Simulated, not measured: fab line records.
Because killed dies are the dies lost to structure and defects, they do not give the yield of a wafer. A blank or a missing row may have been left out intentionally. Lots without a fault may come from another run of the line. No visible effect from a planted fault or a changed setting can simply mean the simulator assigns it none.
The tool behind it: which one? + flow rit_cmos + 39 wafers from 13 lots sampled at 2 of the route's 202 steps

## WHAT THE GAUGES SHOWED, per wafer
RIT_M1_OVL_MEAS_10. Usual: M1_OVL typically reads -0.4 nm, with standard deviation 1.6.
| lot  | measured    | on         | M1_OVL (nm)    | flag |
|------|-------------|------------|----------------|------|
| L822 | day 3 08:30 | overlay-02 | 2.4 0.3 1.0    |      |
| L823 | day 3 11:20 | overlay-01 | -2.4 -2.3 -2.0 |      |
| L824 | day 3 15:37 | overlay-01 | 1.6 -0.6 0.4   |      |
| L825 | day 3 23:02 | overlay-02 | 1.0 2.4 1.6    |      |
| L829 | day 4 18:11 | overlay-01 | 4.2 3.8 3.5    |      |
| L834 | day 5 21:04 | overlay-01 | -2.0 -1.6 -1.1 |      |
| L836 | day 6 06:20 | overlay-01 | 0.6 0.5 2.3    |      |
| L837 | day 6 14:08 | overlay-01 | -0.1 0.0 -1.4  |      |
| L838 | day 6 16:09 | overlay-02 | 1.2 0.7 0.4    |      |
| L839 | day 6 22:14 | overlay-01 | -1.9 -0.7 0.6  |      |
| L841 | day 7 06:29 | overlay-01 | -0.2 -1.5 -0.7 |      |
| L844 | day 7 21:53 | overlay-02 | -1.0 -1.1 -0.5 |      |
| L845 | day 8 01:14 | overlay-02 | 1.1 0.2 2.6    |      |

## WHAT TOOL EACH LOT RAN ON (gives the tool, then ch and the chambers of the sampled wafers, and finally the start)
| lot  | RIT_M1_EXPOSE_06                   |
|------|------------------------------------|
| L822 | iline_stepper-02 ch 0, day 3 07:47 |
| L823 | iline_stepper-02 ch 0, day 3 10:47 |
| L824 | iline_stepper-02 ch 0, day 3 15:05 |
| L825 | iline_stepper-02 ch 0, day 3 22:29 |
| L829 | iline_stepper-01 ch 0, day 4 17:38 |
| L834 | iline_stepper-02 ch 0, day 5 20:32 |
| L836 | iline_stepper-02 ch 0, day 6 05:47 |
| L837 | iline_stepper-02 ch 0, day 6 13:29 |
| L838 | iline_stepper-02 ch 0, day 6 15:36 |
| L839 | iline_stepper-02 ch 0, day 6 21:41 |
| L841 | iline_stepper-02 ch 0, day 7 05:56 |
| L844 | iline_stepper-02 ch 0, day 7 21:22 |
| L845 | iline_stepper-02 ch 0, day 8 00:41 |
- RIT_M1_EXPOSE_06: exposes mask M12, target cd 2600 nm.

## WHAT THE TOOLS THEMSELVES READ (means of the sampled wafers that have a number; where no wafer has one, the mark that the record gives instead)
The record holds no such reading with a usual standard deviation.

## THE ANSWER, worked out from the rows above alone
Rule: a lot counts as off when the mean over its wafers that have a number is more than 3 standard deviations away from the usual mean. Also off: a lot with no number at a reading for which 4 or more lots have one. Any other lot the step has rows for is counted as sound. After the gauges, taken in route order, come the tools' own readings; for these a lot's mean is taken, as printed above. The first step at which some lot is off is used, and at that step the reading that is off furthest; a lot without a number counts as furthest.
Nothing can be told from this: no lot is off at any reading shown.

## WHAT THE SIMULATOR HAD INSERTED
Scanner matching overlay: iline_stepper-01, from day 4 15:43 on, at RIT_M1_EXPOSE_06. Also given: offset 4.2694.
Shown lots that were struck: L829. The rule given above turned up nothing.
